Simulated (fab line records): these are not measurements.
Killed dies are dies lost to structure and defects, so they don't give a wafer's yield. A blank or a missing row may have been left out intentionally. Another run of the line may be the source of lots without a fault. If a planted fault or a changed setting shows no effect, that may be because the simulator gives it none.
Which tool did it? | flow berkeley-cmos170 | 7 lots (21 wafers sampled), 1 step of a 331-step route

## WHAT THE GAUGES READ, wafer by wafer
UCB170_M1_OVL_MEAS_10.
lot  | measured     | on         | M1_OVL (nm)
L165 | day 7 09:32  | overlay-01 | 7 9 3
L168 | day 7 22:40  | overlay-01 | 6 -6 6
L173 | day 9 05:57  | overlay-02 | 7 -2 3
L175 | day 9 08:45  | overlay-01 | 4 3 7
L180 | day 10 03:59 | overlay-01 | 6 5 1
L179 | day 10 23:14 | overlay-01 | 6 10 8
L183 | day 11 02:19 | overlay-02 | -3 2 -8

## WHICH TOOL RAN EACH LOT (tool, then ch and the chambers of the sampled wafers, then the start)
Record: no process step prior to these readings.

## THE ANSWER, worked out from the rows above alone
Rule: what is usual is taken from the lots themselves. The widest of any qualifying gaps counts: lots, ordered by their means at a reading, are off when they make up no more than a third of the lots, leave a main group of 4 or more, and stand apart from it by 3 or more times the standard deviation of that group's means. The tables above print the reading to a certain number of digits; a main group whose means all agree to those digits is not used. Also off: a lot with no number at a reading for which 4 or more lots have one. Where the step has rows for the other lots, those lots are counted as sound.
No lot is off at any reading shown: from this, nothing can be told.

## WHAT THE SIMULATOR HAD PUT IN
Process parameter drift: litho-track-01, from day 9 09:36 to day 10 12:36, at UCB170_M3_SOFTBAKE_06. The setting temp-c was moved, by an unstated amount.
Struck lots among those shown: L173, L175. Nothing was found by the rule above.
